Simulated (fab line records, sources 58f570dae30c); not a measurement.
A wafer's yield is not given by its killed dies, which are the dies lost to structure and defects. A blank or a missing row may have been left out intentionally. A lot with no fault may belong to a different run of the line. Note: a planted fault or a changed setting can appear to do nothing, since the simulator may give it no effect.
fab line records || flow berkeley-cmos170
record {"lots": 15, "wafers": 45, "last-day": 13}
route steps=331 shown NWELL@28
lots with no fault: from the same line, run without faults
start-h: start of the lot's first displayed wafer, in hours after the record's first day || wait-h: how many hours have passed since the lot's step before this one || " unchanged from the row above || L1.1+2: a row that stands for several wafers || - value missing, or start not given || * or withheld: withheld || < > ~ a bound
route shown NAME@n: a module of which the file shows steps, and the number in the route of the first || usual: mean/standard deviation taken from wafers without a fault || same: alike in all rows || chamber/n: place in a boat || sites: per-site readings || _std_site: standard deviation across them || _edge_site: the outer-site mean with the inner-site mean subtracted || radius-mm: how far each site lies from the wafer's centre || mask NAME#n: copy n || behind: the last tool/chamber to shape the wafer || hold: cause of the lot's hold/its duration in hours/its outcome || device: transistor that didn't switch, given as n, p or np || end of line: the same wafers' tests at the end of the route || for a step that has no rows: nothing shown but its recipe || killed: dies lost to structure and defects at the first sort, not the wafer's yield || map: shows each die of a wafer: x if killed, . if not, _ if none is there
set.NAME: setting as actually run; set.NAME@STEP: the setting as run at that earlier step || model.NAME: the simulator's own value behind a step, which no gauge read
one table for each step of the route and one row for each wafer, over a sample of lots
services: the hour from which a tool's chamber was out of use, counted from the record's first day as start-h (under 0 if before that day), plus the number of hours and why
## steps
# step UCB170_NWELL_IMPLANT_14
# recipe {"species": "P", "dose-cm2": 1e+13, "energy-kev": 150, "tilt-deg": 7}
# usual {"beam-energy-keV": "150.00/0.051"}
{"lot.wafer": "L950.1", "tool": "implanter-02", "chamber": 0, "start-h": 40.51, "wait-h": 0.1, "beam-energy-keV": 150.06}
{"lot.wafer": "L950.2", "tool": "implanter-02", "chamber": 0, "start-h": 40.51, "wait-h": 0.1, "beam-energy-keV": 150.00}
{"lot.wafer": "L950.5", "tool": "implanter-02", "chamber": 0, "start-h": 40.51, "wait-h": 0.1, "beam-energy-keV": 149.98}
{"lot.wafer": "L953.1", "tool": "implanter-03", "chamber": 0, "start-h": 52.94, "wait-h": 0.1, "beam-energy-keV": 150.05}
{"lot.wafer": "L953.2", "tool": "implanter-03", "chamber": 0, "start-h": 52.94, "wait-h": 0.1, "beam-energy-keV": 150.07}
{"lot.wafer": "L953.4", "tool": "implanter-03", "chamber": 0, "start-h": 52.94, "wait-h": 0.1, "beam-energy-keV": 150.05}
{"lot.wafer": "L954.1", "tool": "implanter-02", "chamber": 0, "start-h": 53.00, "wait-h": 0.1, "beam-energy-keV": 149.95}
{"lot.wafer": "L954.3", "tool": "implanter-02", "chamber": 0, "start-h": 53.00, "wait-h": 0.1, "beam-energy-keV": 149.95}
{"lot.wafer": "L954.6", "tool": "implanter-02", "chamber": 0, "start-h": 53.00, "wait-h": 0.1, "beam-energy-keV": 149.95}
{"lot.wafer": "L955.1", "tool": "implanter-02", "chamber": 0, "start-h": 59.00, "wait-h": 0.1, "beam-energy-keV": 150.11}
{"lot.wafer": "L955.2", "tool": "implanter-02", "chamber": 0, "start-h": 59.00, "wait-h": 0.1, "beam-energy-keV": 150.04}
{"lot.wafer": "L955.5", "tool": "implanter-02", "chamber": 0, "start-h": 59.00, "wait-h": 0.1, "beam-energy-keV": 150.01}
{"lot.wafer": "L957.2", "tool": "implanter-03", "chamber": 0, "start-h": 67.83, "wait-h": 0.1, "beam-energy-keV": 149.96}
{"lot.wafer": "L957.3", "tool": "implanter-03", "chamber": 0, "start-h": 67.83, "wait-h": 0.1, "beam-energy-keV": 150.00}
{"lot.wafer": "L957.5", "tool": "implanter-03", "chamber": 0, "start-h": 67.83, "wait-h": 0.1, "beam-energy-keV": 150.00}
{"lot.wafer": "L956.1", "tool": "implanter-02", "chamber": 0, "start-h": 68.08, "wait-h": 0.1, "beam-energy-keV": 150.06}
{"lot.wafer": "L956.3", "tool": "implanter-02", "chamber": 0, "start-h": 68.08, "wait-h": 0.1, "beam-energy-keV": 150.01}
{"lot.wafer": "L956.5", "tool": "implanter-02", "chamber": 0, "start-h": 68.08, "wait-h": 0.1, "beam-energy-keV": 150.02}
{"lot.wafer": "L958.1", "tool": "implanter-02", "chamber": 0, "start-h": 79.62, "wait-h": 0.1, "beam-energy-keV": 149.97}
{"lot.wafer": "L958.3", "tool": "implanter-02", "chamber": 0, "start-h": 79.62, "wait-h": 0.1, "beam-energy-keV": 150.02}
{"lot.wafer": "L958.4", "tool": "implanter-02", "chamber": 0, "start-h": 79.62, "wait-h": 0.1, "beam-energy-keV": 149.93}
{"lot.wafer": "L959.2", "tool": "implanter-02", "chamber": 0, "start-h": 85.60, "wait-h": 0.1, "beam-energy-keV": 143.54}
{"lot.wafer": "L959.3", "tool": "implanter-02", "chamber": 0, "start-h": 85.60, "wait-h": 0.1, "beam-energy-keV": 143.53}
{"lot.wafer": "L959.5", "tool": "implanter-02", "chamber": 0, "start-h": 85.60, "wait-h": 0.1, "beam-energy-keV": 143.43}
{"lot.wafer": "L961.3", "tool": "implanter-01", "chamber": 0, "start-h": 85.74, "wait-h": 0.1, "beam-energy-keV": 150.10}
{"lot.wafer": "L961.5", "tool": "implanter-01", "chamber": 0, "start-h": 85.74, "wait-h": 0.1, "beam-energy-keV": 150.00}
{"lot.wafer": "L961.6", "tool": "implanter-01", "chamber": 0, "start-h": 85.74, "wait-h": 0.1, "beam-energy-keV": 150.00}
{"lot.wafer": "L960.2", "tool": "implanter-02", "chamber": 0, "start-h": 85.83, "wait-h": 0.1, "beam-energy-keV": 143.53}
{"lot.wafer": "L960.5", "tool": "implanter-02", "chamber": 0, "start-h": 85.83, "wait-h": 0.1, "beam-energy-keV": 143.53}
{"lot.wafer": "L960.6", "tool": "implanter-02", "chamber": 0, "start-h": 85.83, "wait-h": 0.1, "beam-energy-keV": 143.52}
{"lot.wafer": "L962.2", "tool": "implanter-02", "chamber": 0, "start-h": 96.02, "wait-h": 0.1, "beam-energy-keV": 143.57}
{"lot.wafer": "L962.4", "tool": "implanter-02", "chamber": 0, "start-h": 96.02, "wait-h": 0.1, "beam-energy-keV": 143.51}
{"lot.wafer": "L962.6", "tool": "implanter-02", "chamber": 0, "start-h": 96.02, "wait-h": 0.1, "beam-energy-keV": 143.49}
{"lot.wafer": "L963.1", "tool": "implanter-03", "chamber": 0, "start-h": 96.40, "wait-h": 0.1, "beam-energy-keV": 150.00}
{"lot.wafer": "L963.3", "tool": "implanter-03", "chamber": 0, "start-h": 96.40, "wait-h": 0.1, "beam-energy-keV": 149.97}
{"lot.wafer": "L963.4", "tool": "implanter-03", "chamber": 0, "start-h": 96.40, "wait-h": 0.1, "beam-energy-keV": 149.99}
{"lot.wafer": "L970.1", "tool": "implanter-01", "chamber": 0, "start-h": 138.87, "wait-h": 0.1, "beam-energy-keV": 149.95}
{"lot.wafer": "L970.2", "tool": "implanter-01", "chamber": 0, "start-h": 138.87, "wait-h": 0.1, "beam-energy-keV": 149.99}
{"lot.wafer": "L970.6", "tool": "implanter-01", "chamber": 0, "start-h": 138.87, "wait-h": 0.1, "beam-energy-keV": 149.94}
{"lot.wafer": "L972.1", "tool": "implanter-03", "chamber": 0, "start-h": 148.60, "wait-h": 0.1, "beam-energy-keV": 149.94}
{"lot.wafer": "L972.4", "tool": "implanter-03", "chamber": 0, "start-h": 148.60, "wait-h": 0.1, "beam-energy-keV": 149.98}
{"lot.wafer": "L972.5", "tool": "implanter-03", "chamber": 0, "start-h": 148.60, "wait-h": 0.1, "beam-energy-keV": 150.03}
{"lot.wafer": "L973.1", "tool": "implanter-01", "chamber": 0, "start-h": 159.06, "wait-h": 0.1, "beam-energy-keV": 150.04}
{"lot.wafer": "L973.3", "tool": "implanter-01", "chamber": 0, "start-h": 159.06, "wait-h": 0.1, "beam-energy-keV": 150.00}
{"lot.wafer": "L973.4", "tool": "implanter-01", "chamber": 0, "start-h": 159.06, "wait-h": 0.1, "beam-energy-keV": 150.00}
## services
{"tool": "implanter-01", "chamber": "-", "start-h": 46.62, "hours": 5.5, "kind": "pm"}
{"tool": "implanter-03", "chamber": "-", "start-h": 84.47, "hours": 1.8, "kind": "repair"}
{"tool": "implanter-02", "chamber": "-", "start-h": 97.86, "hours": 4.0, "kind": "repair"}
{"tool": "implanter-02", "chamber": "-", "start-h": 101.19, "hours": 5.9, "kind": "repair"}
{"tool": "implanter-01", "chamber": "-", "start-h": 105.14, "hours": 3.7, "kind": "repair"}
{"tool": "implanter-03", "chamber": "-", "start-h": 157.76, "hours": 4.6, "kind": "pm"}
## key
first-sign {"step": "UCB170_NWELL_IMPLANT_14", "reading": "beam-energy-keV", "direction": "down", "sigmas": "99+", "usual": 150.00, "struck": 143.52}
effect none on later readings
met-at UCB170_NWELL_IMPLANT_14
struck-lots L959,L960,L962
sort-left-out L962.2,L962.4,L962.6
tester-left-out L959,L960,L962
fault {"kind": "process-parameter-drift", "tool": "implanter-02", "chamber": "-", "onset-h": 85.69, "steps": "UCB170_NWELL_IMPLANT_14", "channel": "energy-kev", "offset": -6.4676, "shape": "step", "end-h": 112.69, "acts-in": "these-recipes-only", "stated": 150}
# tester-left-out: of these lots the tester's yield and bins aren't shown, on N5 and GAA mostly nor the transistor test; their killed dies are dies lost to structure and defects alone, not to doping, threshold or leakage, so they don't give the yield
# sort-left-out: the simulated sort isn't trusted on such a fault, so these wafers' sort isn't shown, and their yield isn't known
